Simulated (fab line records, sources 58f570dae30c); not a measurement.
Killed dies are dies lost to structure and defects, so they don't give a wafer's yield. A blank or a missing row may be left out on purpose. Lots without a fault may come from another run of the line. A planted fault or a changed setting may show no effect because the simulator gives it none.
Which tool did it? | flow berkeley_cmos170 | 24 lots, 72 wafers sampled, at 6 steps of a route of 331

WHAT THE GAUGES READ, wafer by wafer
UCB170_ACTIVE_CD_MEAS_90: target cd 1200 nm. Usual: cd_nm 1200.4 nm, standard deviation 1.3.
lot  | measured    | on        | cd_nm (nm)           | flag
L074 | day 5 07:45 | cd_sem-01 | 1199.3 1199.4 1198.9 |
L075 | day 5 07:26 | cd_sem-02 | 1202.4 1202.6 1202.0 |
L076 | day 5 07:33 | cd_sem-02 | 1202.6 1200.8 1200.8 |
L077 | day 5 18:32 | cd_sem-02 | 1201.1 1200.1 1200.0 |
L078 | day 5 19:08 | cd_sem-02 | 1199.5 1201.0 1199.2 |
L079 | day 5 18:12 | cd_sem-02 | 1198.7 1200.5 1199.7 |
L081 | day 6 06:49 | cd_sem-02 | 1199.8 1199.4 1200.7 |
L080 | day 6 06:34 | cd_sem-01 | 1203.0 1203.6 1202.3 |
L083 | day 6 19:35 | cd_sem-01 | 1199.3 1199.9 1200.2 |
L082 | day 6 19:44 | cd_sem-01 | 1200.1 1200.4 1201.1 |
L084 | day 7 03:08 | cd_sem-02 | 1199.0 1197.1 1197.5 |
L085 | day 7 03:14 | cd_sem-01 | 1201.2 1200.6 1200.3 |
L086 | day 7 03:23 | cd_sem-02 | 1200.0 1200.5 1199.7 |
L087 | day 7 17:01 | cd_sem-02 | 1201.2 1202.6 1202.0 |
L088 | day 7 17:04 | cd_sem-01 | 1199.6 1199.0 1199.0 |
L089 | day 8 00:47 | cd_sem-01 | 1200.9 1201.4 1201.4 |
L090 | day 8 00:44 | cd_sem-02 | 1200.0 1199.3 1199.0 |
L091 | day 8 01:04 | cd_sem-02 | 1200.5 1201.8 1202.4 |
L093 | day 9 02:18 | cd_sem-01 | 1200.3 1199.1 1200.6 |
L092 | day 9 02:07 | cd_sem-02 | 1201.5 1200.7 1200.6 |
L094 | day 9 02:56 | cd_sem-01 | 1200.3 1198.8 1200.9 |
L095 | day 9 02:11 | cd_sem-01 | 1201.1 1201.5 1202.4 |
L096 | day 9 02:22 | cd_sem-02 | 1197.5 1199.2 1197.9 |
L097 | day 9 15:56 | cd_sem-02 | 1198.6 1199.7 1200.1 |

UCB170_V2_OVL_MEAS_13. Usual: V2_OVL 1 nm, standard deviation 5.2.
lot  | measured     | on         | V2_OVL (nm) | flag
L074 | day 9 02:56  | overlay-02 | -4 4 5      |
L075 | day 9 03:17  | overlay-02 | 4 7 -1      |
L076 | day 9 04:54  | overlay-01 | 0 10 11     |
L077 | day 9 09:59  | overlay-01 | 4 -6 -2     |
L078 | day 9 11:16  | overlay-01 | 1 -1 1      |
L079 | day 9 10:07  | overlay-02 | -6 -3 7     |
L081 | day 9 23:50  | overlay-02 | -6 3 4      |
L080 | day 10 00:07 | overlay-01 | -1 2 -5     |
L083 | day 10 09:00 | overlay-02 | -5 -11 -7   |
L082 | day 10 07:45 | overlay-02 | -9 -4 2     |
L084 | day 10 23:43 | overlay-01 | 0 3 4       |
L085 | day 11 00:45 | overlay-01 | 6 3 3       |
L086 | day 10 18:25 | overlay-02 | 5 8 -2      |
L087 | day 11 03:49 | overlay-01 | 4 -3 3      |
L088 | day 11 05:39 | overlay-02 | -5 3 -5     |
L089 | day 11 23:14 | overlay-02 | 5 1 -7      |
L090 | day 11 23:47 | overlay-01 | 5 10 -5     |
L091 | day 12 00:02 | overlay-01 | 7 3 8       |
L093 | day 12 17:54 | overlay-02 | 3 -1 1      |
L092 | day 12 23:53 | overlay-01 | 3 11 14     |
L094 | day 13 02:14 | overlay-01 | 1 -3 4      |
L095 | day 13 01:57 | overlay-02 | -1 -1 2     |
L096 | day 13 00:31 | overlay-02 | 5 -2 8      |
L097 | day 13 09:43 | overlay-02 | 4 -3 1      |

WHICH TOOL RAN EACH LOT (tool, then ch and the chambers of the sampled wafers, then the start)
lot  | UCB170_ZERO_ETCH_06               | UCB170_PWELL_ETCH_14              | UCB170_GATE_ETCH_14                | UCB170_GATE_ETCH_15
L074 | rie_diel-03 ch 1,2,3, day 2 00:41 | rie_diel-01 ch 0,1,3, day 3 16:17 | rie_diel-02 ch 0,1,2, day 7 13:52  | rie_si-02 ch 0,1,2, day 7 13:55
L075 | rie_diel-02 ch 1,2, day 2 00:52   | rie_diel-02 ch 1,2, day 3 16:26   | rie_diel-03 ch 0,3, day 7 13:36    | rie_si-02 ch 0,1,2, day 7 13:38
L076 | rie_diel-02 ch 1,3, day 2 08:56   | rie_diel-04 ch 1,2,3, day 3 23:37 | rie_diel-01 ch 0,2,3, day 7 13:41  | rie_si-01 ch 0,2, day 7 13:44
L077 | rie_diel-03 ch 0,1,3, day 2 13:26 | rie_diel-02 ch 0,1,2, day 4 05:52 | rie_diel-02 ch 0,1,3, day 7 21:08  | rie_si-01 ch 0,1,3, day 7 21:11
L078 | rie_diel-01 ch 0,2,3, day 2 19:43 | rie_diel-04 ch 0,1,2, day 4 06:07 | rie_diel-01 ch 0,1,2, day 7 20:52  | rie_si-02 ch 0,2,3, day 7 20:55
L079 | rie_diel-03 ch 1,2,3, day 3 00:18 | rie_diel-01 ch 0,3, day 4 06:14   | rie_diel-03 ch 2,3, day 7 20:35    | rie_si-01 ch 0,3, day 7 20:38
L081 | rie_diel-01 ch 0,2,3, day 3 09:50 | rie_diel-02 ch 1,2, day 4 21:20   | rie_diel-03 ch 1,2,3, day 8 13:58  | rie_si-02 ch 0,2,3, day 8 14:01
L080 | rie_diel-03 ch 2,3, day 3 10:10   | rie_diel-04 ch 0,1,3, day 4 21:38 | rie_diel-01 ch 0,3, day 8 14:15    | rie_si-01 ch 0,2, day 8 14:17
L083 | rie_diel-01 ch 1,2,3, day 3 18:55 | rie_diel-02 ch 0,1,3, day 5 08:46 | rie_diel-03 ch 0,2,3, day 8 21:39  | rie_si-02 ch 1,2, day 8 21:41
L082 | rie_diel-03 ch 0,2,3, day 3 19:05 | rie_diel-04 ch 0,2,3, day 5 09:02 | rie_diel-01 ch 0,1,3, day 8 21:56  | rie_si-01 ch 1,2, day 8 21:58
L084 | rie_diel-01 ch 0,1, day 4 02:37   | rie_diel-04 ch 2,3, day 5 20:00   | rie_diel-01 ch 1,3, day 9 08:58    | rie_si-02 ch 1,2, day 9 09:01
L085 | rie_diel-03 ch 1,2, day 4 02:51   | rie_diel-01 ch 1,2,3, day 5 19:20 | rie_diel-01 ch 2,3, day 9 08:41    | rie_si-02 ch 1,2,3, day 9 08:44
L086 | rie_diel-03 ch 0,1, day 4 11:16   | rie_diel-01 ch 0,2, day 5 22:20   | rie_diel-02 ch 1,2,3, day 9 08:57  | rie_si-01 ch 1,2, day 9 08:59
L087 | rie_diel-03 ch 0,2, day 4 15:55   | rie_diel-02 ch 0,2,3, day 6 09:22 | rie_diel-03 ch 1,2, day 9 17:43    | rie_si-01 ch 0,2, day 9 17:46
L088 | rie_diel-01 ch 2,3, day 4 21:29   | rie_diel-01 ch 0,2,3, day 6 09:06 | rie_diel-02 ch 0,3, day 9 17:58    | rie_si-02 ch 1,2,3, day 9 18:00
L089 | rie_diel-01 ch 0,1,3, day 5 05:33 | rie_diel-04 ch 0,1,3, day 6 15:53 | rie_diel-03 ch 1,2,3, day 10 11:47 | rie_si-01 ch 0,3, day 10 11:49
L090 | rie_diel-01 ch 0,3, day 5 10:31   | rie_diel-01 ch 0,1,2, day 6 15:56 | rie_diel-02 ch 0,1, day 10 12:03   | rie_si-02 ch 0,1, day 10 12:05
L091 | rie_diel-03 ch 0,2,3, day 5 10:51 | rie_diel-02 ch 2,3, day 6 16:10   | rie_diel-03 ch 1,2,3, day 10 12:14 | rie_si-01 ch 0,3, day 10 12:17
L093 | rie_diel-03 ch 0,1, day 5 18:07   | rie_diel-04 ch 0,1, day 7 13:18   | rie_diel-03 ch 0,2, day 11 09:45   | rie_si-02 ch 0,3, day 11 09:47
L092 | rie_diel-02 ch 0,2, day 5 18:31   | rie_diel-02 ch 0,1,3, day 7 13:25 | rie_diel-01 ch 1,2, day 11 09:52   | rie_si-01 ch 1,2,3, day 11 09:56
L094 | rie_diel-01 ch 0,1,3, day 6 03:05 | rie_diel-02 ch 0,3, day 7 18:22   | rie_diel-02 ch 2,3, day 11 09:59   | rie_si-02 ch 0,1,3, day 11 10:02
L095 | rie_diel-03 ch 0,1,2, day 6 10:10 | rie_diel-02 ch 0,1,2, day 7 19:11 | rie_diel-03 ch 2,3, day 11 10:14   | rie_si-01 ch 1,2, day 11 10:16
L096 | rie_diel-01 ch 0,1,3, day 6 10:20 | rie_diel-01 ch 0,1,2, day 7 19:06 | rie_diel-01 ch 1,2,3, day 11 10:21 | rie_si-02 ch 0,2,3, day 11 10:23
L097 | rie_diel-01 ch 0,2, day 6 18:11   | rie_diel-04 ch 1,2, day 8 04:32   | rie_diel-01 ch 0,2, day 11 21:40   | rie_si-01 ch 0,1,2, day 11 21:42
- UCB170_ZERO_ETCH_06: etches SiO2 in CHF3/CF4/Ar, time 12 s.
- UCB170_PWELL_ETCH_14: etches Si3N4 in CH3F/Ar/O2, stops on SiO2, target depth 242 nm, time 151 s.
- UCB170_GATE_ETCH_14: etches BARC in N2/H2.
- UCB170_GATE_ETCH_15: etches poly-Si in HBr/Cl2, stops on SiO2, time 56.3 s, target depth 278.2 nm.

WHAT THE TOOLS THEMSELVES READ (means of the sampled wafers that have a number; where no wafer has one, the mark that the record gives instead)
UCB170_ZERO_ETCH_06. Usual: CHF3_flow_sccm 50.01 sccm, standard deviation 0.15; drypump_motor_current_A 5.8 A, standard deviation 0.66; oes_product_au 0.616 a.u., standard deviation 0.011; throttle_valve_pct 9.22 %, standard deviation 0.091.
lot  | tool        | CHF3_flow_sccm (sccm) | drypump_motor_current_A (A) | oes_product_au (a.u.) | throttle_valve_pct (%) | flag
L074 | rie_diel-03 | 50.07                 | 5.5                         | 0.625                 | 9.15                   |
L075 | rie_diel-02 | 49.93                 | 5.8                         | 0.614                 | 9.21                   |
L076 | rie_diel-02 | 49.95                 | 5.5                         | 0.606                 | 9.20                   |
L077 | rie_diel-03 | 50.03                 | 5.4                         | 0.624                 | 9.16                   |
L078 | rie_diel-01 | 50.04                 | 5.5                         | 0.611                 | 9.25                   |
L079 | rie_diel-03 | 50.03                 | 5.5                         | 0.625                 | 9.16                   |
L081 | rie_diel-01 | 49.92                 | 5.5                         | 0.614                 | 9.27                   |
L080 | rie_diel-03 | 50.09                 | 5.4                         | 0.628                 | 9.24                   |
L083 | rie_diel-01 | 49.90                 | 5.9                         | 0.607                 | 9.25                   |
L082 | rie_diel-03 | 50.27                 | 5.9                         | 0.625                 | 9.26                   |
L084 | rie_diel-01 | 50.01                 | 6.3                         | 0.608                 | 9.26                   |
L085 | rie_diel-03 | 50.20                 | 6.1                         | 0.628                 | 9.17                   |
L086 | rie_diel-03 | 50.08                 | 5.4                         | 0.617                 | 9.09                   |
L087 | rie_diel-03 | 50.12                 | 6.4                         | 0.616                 | 9.27                   |
L088 | rie_diel-01 | 49.96                 | 5.6                         | 0.605                 | 9.26                   |
L089 | rie_diel-01 | 49.99                 | 6.1                         | 0.605                 | 9.27                   |
L090 | rie_diel-01 | 49.75                 | 5.8                         | 0.616                 | 9.27                   |
L091 | rie_diel-03 | 49.99                 | 5.9                         | 0.621                 | 9.25                   |
L093 | rie_diel-03 | 50.01                 | 5.8                         | 0.612                 | 9.18                   |
L092 | rie_diel-02 | 50.24                 | 5.7                         | 0.625                 | 9.11                   |
L094 | rie_diel-01 | 49.92                 | 6.1                         | 0.607                 | 9.27                   |
L095 | rie_diel-03 | 50.05                 | 6.0                         | 0.621                 | 9.18                   |
L096 | rie_diel-01 | 50.24                 | 6.1                         | 0.610                 | 9.27                   |
L097 | rie_diel-01 | 50.04                 | 5.5                         | 0.618                 | 9.27                   |

UCB170_PWELL_ETCH_14. Usual: drypump_motor_current_A 5.8 A, standard deviation 0.46; oes_product_au 0.934 a.u., standard deviation 0.013; throttle_valve_pct 8.01 %, standard deviation 0.071.
lot  | tool        | drypump_motor_current_A (A) | oes_product_au (a.u.) | throttle_valve_pct (%) | flag
L074 | rie_diel-01 | 6.1                         | 0.924                 | 8.07                   |
L075 | rie_diel-02 | 5.8                         | 0.937                 | 8.03                   |
L076 | rie_diel-04 | 6.1                         | 0.937                 | 7.97                   |
L077 | rie_diel-02 | 5.7                         | 0.948                 | 7.98                   |
L078 | rie_diel-04 | 6.1                         | 0.942                 | 7.95                   |
L079 | rie_diel-01 | 5.8                         | 0.931                 | 8.06                   |
L081 | rie_diel-02 | 5.7                         | 0.938                 | 8.05                   |
L080 | rie_diel-04 | 6.0                         | 0.931                 | 7.98                   |
L083 | rie_diel-02 | 5.4                         | 0.926                 | 8.01                   |
L082 | rie_diel-04 | 5.9                         | 0.938                 | 7.94                   |
L084 | rie_diel-04 | 6.1                         | 0.944                 | 7.94                   |
L085 | rie_diel-01 | 5.8                         | 0.920                 | 8.05                   |
L086 | rie_diel-01 | 5.5                         | 0.940                 | 8.05                   |
L087 | rie_diel-02 | 5.4                         | 0.941                 | 8.01                   |
L088 | rie_diel-01 | 5.5                         | 0.925                 | 8.05                   |
L089 | rie_diel-04 | 6.0                         | 0.939                 | 8.00                   |
L090 | rie_diel-01 | 5.8                         | 0.933                 | 8.06                   |
L091 | rie_diel-02 | 5.2                         | 0.928                 | 8.08                   |
L093 | rie_diel-04 | 6.1                         | 0.942                 | 7.99                   |
L092 | rie_diel-02 | 5.4                         | 0.926                 | 8.02                   |
L094 | rie_diel-02 | 5.1                         | 0.919                 | 8.03                   |
L095 | rie_diel-02 | 5.7                         | 0.938                 | 7.98                   |
L096 | rie_diel-01 | 5.8                         | 0.938                 | 8.06                   |
L097 | rie_diel-04 | 6.2                         | 0.946                 | 7.93                   |

UCB170_GATE_ETCH_14. Usual: drypump_motor_current_A 5.7 A, standard deviation 0.65; oes_product_au 0.986 a.u., standard deviation 0.027; throttle_valve_pct 13.24 %, standard deviation 0.088.
lot  | tool        | drypump_motor_current_A (A) | oes_product_au (a.u.) | throttle_valve_pct (%) | flag
L074 | rie_diel-02 | 5.7                         | 0.978                 | 13.15                  |
L075 | rie_diel-03 | 5.8                         | 0.967                 | 13.39                  |
L076 | rie_diel-01 | 5.5                         | 0.992                 | 13.26                  |
L077 | rie_diel-02 | 5.4                         | 0.968                 | 13.25                  |
L078 | rie_diel-01 | 5.8                         | 0.996                 | 13.26                  |
L079 | rie_diel-03 | 5.5                         | 1.010                 | 13.23                  |
L081 | rie_diel-03 | 5.5                         | 0.993                 | 13.19                  |
L080 | rie_diel-01 | 5.9                         | 0.987                 | 13.27                  |
L083 | rie_diel-03 | 6.0                         | 0.991                 | 13.31                  |
L082 | rie_diel-01 | 6.1                         | 0.989                 | 13.27                  |
L084 | rie_diel-01 | 6.4                         | 0.980                 | 13.27                  |
L085 | rie_diel-01 | 5.3                         | 0.972                 | 13.23                  |
L086 | rie_diel-02 | 5.5                         | 0.972                 | 13.23                  |
L087 | rie_diel-03 | 6.0                         | 1.002                 | 13.20                  |
L088 | rie_diel-02 | 5.2                         | 0.972                 | 13.29                  |
L089 | rie_diel-03 | 5.5                         | 0.996                 | 13.19                  |
L090 | rie_diel-02 | 5.7                         | 0.990                 | 13.18                  |
L091 | rie_diel-03 | 5.5                         | 0.987                 | 13.20                  |
L093 | rie_diel-03 | 6.5                         | 0.999                 | 13.31                  |
L092 | rie_diel-01 | 5.5                         | 0.976                 | 13.24                  |
L094 | rie_diel-02 | 5.6                         | 1.000                 | 13.18                  |
L095 | rie_diel-03 | 6.0                         | 1.019                 | 13.23                  |
L096 | rie_diel-01 | 5.8                         | 0.974                 | 13.25                  |
L097 | rie_diel-01 | 5.2                         | 0.992                 | 13.24                  |

UCB170_GATE_ETCH_15. Usual: drypump_motor_current_A 5.6 A, standard deviation 0.42; oes_product_au 0.833 a.u., standard deviation 0.019; throttle_valve_pct 26.42 %, standard deviation 0.23.
lot  | tool      | drypump_motor_current_A (A) | oes_product_au (a.u.) | throttle_valve_pct (%) | flag
L074 | rie_si-02 | 5.6                         | 0.851                 | 26.27                  |
L075 | rie_si-02 | 5.6                         | 0.849                 | 26.27                  |
L076 | rie_si-01 | 5.1                         | 0.809                 | 26.30                  |
L077 | rie_si-01 | 5.6                         | 0.806                 | 26.47                  |
L078 | rie_si-02 | 5.5                         | 0.841                 | 26.28                  |
L079 | rie_si-01 | 5.5                         | 0.812                 | 26.38                  |
L081 | rie_si-02 | 5.5                         | 0.845                 | 26.28                  |
L080 | rie_si-01 | 5.1                         | 0.814                 | 26.30                  |
L083 | rie_si-02 | 5.7                         | 0.860                 | 26.36                  |
L082 | rie_si-01 | 5.9                         | 0.835                 | 26.77                  |
L084 | rie_si-02 | 5.7                         | 0.855                 | 26.37                  |
L085 | rie_si-02 | 5.7                         | 0.849                 | 26.38                  |
L086 | rie_si-01 | 5.9                         | 0.828                 | 26.76                  |
L087 | rie_si-01 | 5.3                         | 0.815                 | 26.50                  |
L088 | rie_si-02 | 5.7                         | 0.845                 | 26.36                  |
L089 | rie_si-01 | 5.5                         | 0.813                 | 26.32                  |
L090 | rie_si-02 | 5.8                         | 0.850                 | 26.20                  |
L091 | rie_si-01 | 5.2                         | 0.804                 | 26.21                  |
L093 | rie_si-02 | 5.8                         | 0.845                 | 26.30                  |
L092 | rie_si-01 | 5.7                         | 0.825                 | 26.65                  |
L094 | rie_si-02 | 5.9                         | 0.849                 | 26.29                  |
L095 | rie_si-01 | 5.9                         | 0.828                 | 26.76                  |
L096 | rie_si-02 | 5.5                         | 0.847                 | 26.27                  |
L097 | rie_si-01 | 5.5                         | 0.811                 | 26.53                  |

THE ANSWER, worked out from the rows above alone
Rule: a lot is off if the mean of its wafers that have a number lies more than 3 standard deviations from the usual mean. A lot without any number at a reading at which 4 lots or more have one is off too. The other lots that the step has rows for count as sound. The gauges are gone through in route order, then the tools' own readings, and for those a lot's mean is taken as printed above. The first step at which some lot is off is used, and at that step the reading that is off furthest; a lot without a number counts as furthest.
No lot is off at any reading shown: from this, nothing can be told.

WHAT THE SIMULATOR HAD PUT IN
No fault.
